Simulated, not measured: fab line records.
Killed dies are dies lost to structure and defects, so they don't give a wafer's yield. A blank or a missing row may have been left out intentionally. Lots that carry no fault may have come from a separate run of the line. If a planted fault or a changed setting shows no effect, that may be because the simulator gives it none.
Matching of chambers + flow rit_cmos + 3 sister chambers for RIT_SDANNEAL_CLEAN_00 on wet_bench-01
The step cleans in SC1, time 600 s. 3 wafers are shown with their chamber, then 5 later ones without.

## WAFERS WITH THEIR CHAMBER
| wafer  | chamber | bath_heat_duty_pct (%) |
|--------|---------|------------------------|
| L728.5 | 3       | 12.8                   |
| L737.5 | 0       | 14.3                   |
| L742.1 | 2       | 13.3                   |

## WAFERS WITH NO CHAMBER GIVEN
| wafer  | bath_heat_duty_pct (%) |
|--------|------------------------|
| L742.2 | 13.4                   |
| L742.5 | 12.2                   |
| L744.2 | 13.2                   |
| L744.4 | 12.3                   |
| L744.5 | 12.6                   |

## CHAMBER TAKEN BY EACH
| wafer  | from the rows above     | in truth |
|--------|-------------------------|----------|
| L742.2 | can't be placed: 2 or 3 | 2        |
| L742.5 | can't be placed: 3 or 2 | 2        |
| L744.2 | can't be placed: 2 or 3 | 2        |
| L744.4 | can't be placed: 3 or 2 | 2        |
| L744.5 | can't be placed: 3 or 2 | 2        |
Correct placement for 0 of the 5. Not placeable from these rows: 5 (in 5, the candidates include the true chamber). Placed wrongly: 0.
How it was worked out, from the rows above alone: a wafer's distance from a chamber is the root of the sum, over the readings, of the square of ((its reading less the chamber's mean) divided by the reading's scatter). If the next closest chamber is less than 2 further off than the closest, the wafer can't be placed; otherwise it belongs to the closest. A chamber's mean is the mean of its shown wafers. The scatter: with one shown wafer a chamber, the root of the mean of the squares of how far each hidden wafer lies from its nearest shown one.
